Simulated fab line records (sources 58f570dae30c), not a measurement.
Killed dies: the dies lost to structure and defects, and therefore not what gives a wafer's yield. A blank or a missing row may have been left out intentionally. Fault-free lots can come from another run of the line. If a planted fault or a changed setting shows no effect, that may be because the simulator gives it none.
A lot that was struck, set against a sound lot	flow berkeley cmos170	14 out of 331 route steps
Sound: the wafers L966.2, L966.5, L966.6. Wafers L964.3, L964.4, L964.5 were the ones struck. The cause is named last.
At each step with rows: each side's tool, then ch and its chambers, then its first start. Under that, the readings that differ: sound wafers	struck wafers	difference of the means	sigmas: that difference in standard deviations of wafers without a fault.
alike: same words and numbers on both sides, and readings whose means sit less than 2 such deviations apart. not compared: any withheld reading, any reading some wafer has no value for, any bound like >300 that may hide the same value, and any number with overlapping values for which the record gives no deviation.
The two part at a step that has a row with sigmas, a row that says differs or no value, or rows on one side only. Numbers that don't overlap but have no deviation are shown without sigmas and don't part them. A reading that every wafer of one side lacks parts them only if that side has two wafers or more.

first, 2 steps without rows for these wafers: UCB170_GATE_PEB_10; UCB170_GATE_DEVELOP_11 (develop time 45 s).
UCB170_GATE_CD_MEAS_12: target cd 350 nm.
  sound on cd sem-02 at day 9 17:31; struck on cd sem-02 at day 9 17:49
  alike: cd nm
UCB170_GATE_OVL_MEAS_13:
  sound on overlay-02 at day 9 17:38; struck on overlay-01 at day 9 17:55
  alike: GATE_OVL
UCB170_GATE_ETCH_14: etches BARC in N2/H2.
  sound on rie diel-03 ch 1,2, day 9 17:40; struck on rie diel-01 ch 0,1,2, day 9 17:56
  alike: drypump motor current A, oes product au, throttle valve pct
UCB170_GATE_ETCH_15: etches poly-Si in HBr/Cl2, stops on SiO2, time 56.3 s, target depth 278.2 nm.
  sound on rie si-02 ch 0,1, day 9 17:42; struck on rie si-01 ch 0,2,3, day 9 17:58
reading	sound	struck	difference	sigmas
he backside leak sccm (sccm)	2.3 3.1 2.2	3.3 4.8 3.1	+1.2	+4
  alike: drypump motor current A, oes product au, throttle valve pct
  not compared: rf hours counter h
UCB170_GATE_STRIP_16: strips in O2.
  sound on plasma asher-02 ch 0,1, day 9 17:45; struck on plasma asher-03 ch 0,1, day 9 18:03
  alike: drypump motor current A, oes product au
  not compared: rf hours counter h
UCB170_GATE_CD_MEAS_90: target cd 350 nm.
  sound on cd sem-02 at day 9 18:02; struck on cd sem-02 at day 9 18:17
  alike: cd nm
then, 4 steps without rows for these wafers: UCB170_GATE_CLEAN_17 (cleans in SPM, time 600 s); UCB170_PLDD_HMDS_00 (prime time 60 s); UCB170_PLDD_COAT_01 (resist thk 900 nm); UCB170_PLDD_SOFTBAKE_02 (time 60 s).
UCB170_PLDD_EXPOSE_03: exposes mask PSELECT, target cd 1200 nm.
  sound on krf scanner-01 ch 0, day 9 19:07; struck on krf scanner-01, day 9 19:31
  no value came back on the struck wafers for exposure dose mJ cm2, focus offset nm (nm); on the sound wafers exposure dose mJ cm2 reads 29.98 30.01 29.96
  alike: mask
following that, these wafers have no rows for 1 step: UCB170_PLDD_PEB_04.

## WHERE THEY PART
Earliest at UCB170_GATE_ETCH_15; latest, in this record, at UCB170_PLDD_EXPOSE_03.

WHY: what had been put in by the simulator
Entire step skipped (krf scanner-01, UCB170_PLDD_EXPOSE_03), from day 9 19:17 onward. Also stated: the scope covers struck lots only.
